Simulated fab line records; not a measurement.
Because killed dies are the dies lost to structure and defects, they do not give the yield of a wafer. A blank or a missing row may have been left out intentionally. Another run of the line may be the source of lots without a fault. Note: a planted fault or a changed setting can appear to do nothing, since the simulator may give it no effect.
A lot that was struck, set against a sound lot | flow berkeley_cmos170 | 14 steps out of a route of 331
Sound: these wafers, L244.4, L244.5, L244.6. The struck wafers were L248.2, L248.3, L248.6. The cause comes at the end.
At each step with rows: each side's tool, then ch and its chambers, then its first start. Under that, the readings that differ: sound wafers | struck wafers | difference of the means | sigmas: that difference in standard deviations of wafers without a fault.
alike: readings whose means differ by less than 2 such deviations, and words and numbers that are the same on both sides. not compared: withheld readings, readings that some wafer has no value for, bounds like >300 that may hide the same value, and numbers for which the record gives no deviation and whose values overlap.
Wherever a step has rows on one side only, a row that says differs or no value, or a row with sigmas, the two part there. When numbers do not overlap yet have no deviation, they are printed without sigmas and do not part them. A reading that every wafer of one side lacks parts them only if that side has two wafers or more.

first, 1 step without rows for these wafers: UCB170_GATE_WET_ETCH_00 (etches SiO2 in dHF, time 200 s).
UCB170_FIELD_THK_MEAS_91:
  struck on film_metro-04, day 9 02:01; sound on film_metro-04, day 8 12:58
  alike: FIELD_OXIDE_LEFT_2_THK
then, 1 step without rows for these wafers: UCB170_GATE_OXIDATION_01 (target thk 6.6 nm, ox time 1800 s).
UCB170_GATE_THK_MEAS_02:
  struck on film_metro-03, day 9 06:44; sound on film_metro-04, day 8 19:47
  alike: GATE_OXIDE_THK
then, 2 steps without rows for these wafers: UCB170_GATE_ANNEAL_03 (time 1800 s); UCB170_GATE_CVD_04 (deposits poly-Si from SiH4, time 1440 s, target thk 214 nm).
UCB170_GATE_THK_MEAS_05:
  struck on film_metro-01, day 9 12:20; sound on film_metro-03, day 9 04:41
  reading            | sound             | struck            | difference | sigmas
  GATE_POLY_THK (nm) | 210.9 210.2 209.5 | 215.6 214.9 213.5 | +4.5       | +2
then, 5 steps without rows for these wafers: UCB170_GATE_COAT_06; UCB170_GATE_COAT_07 (resist thk 900 nm); UCB170_GATE_SOFTBAKE_08 (time 60 s); UCB170_GATE_EXPOSE_09 (exposes mask POLY, target cd 350 nm); UCB170_GATE_PEB_10.
UCB170_GATE_DEVELOP_11: develop time 45 s.
  sound on litho_track-03 ch 0, day 9 06:00; struck on litho_track-01, day 9 13:00
  no value came back on the struck wafers for chill_plate_temp_C (C), develop_time_s (s); on the sound wafers chill_plate_temp_C (C) reads 22.88 23.00 23.12
  reading                               | sound             | struck            | difference | sigmas
  model.KrF_of_GATE_COAT_07.thk_nm (nm) | 878.7 876.3 878.7 | 891.7 891.3 890.7 | +13.3      |
UCB170_GATE_CD_MEAS_12: target cd 350 nm.
  struck on cd_sem-02, day 9 13:38; sound on cd_sem-01, day 9 06:23
  reading    | sound             | struck | difference                    | sigmas
  cd_nm (nm) | 349.8 350.2 348.6 | - - -  | no value on the struck wafers |

## WHERE THEY PART
Last at UCB170_GATE_CD_MEAS_12 as far as this record goes, first at UCB170_GATE_THK_MEAS_05.

WHY: whatever the simulator had introduced
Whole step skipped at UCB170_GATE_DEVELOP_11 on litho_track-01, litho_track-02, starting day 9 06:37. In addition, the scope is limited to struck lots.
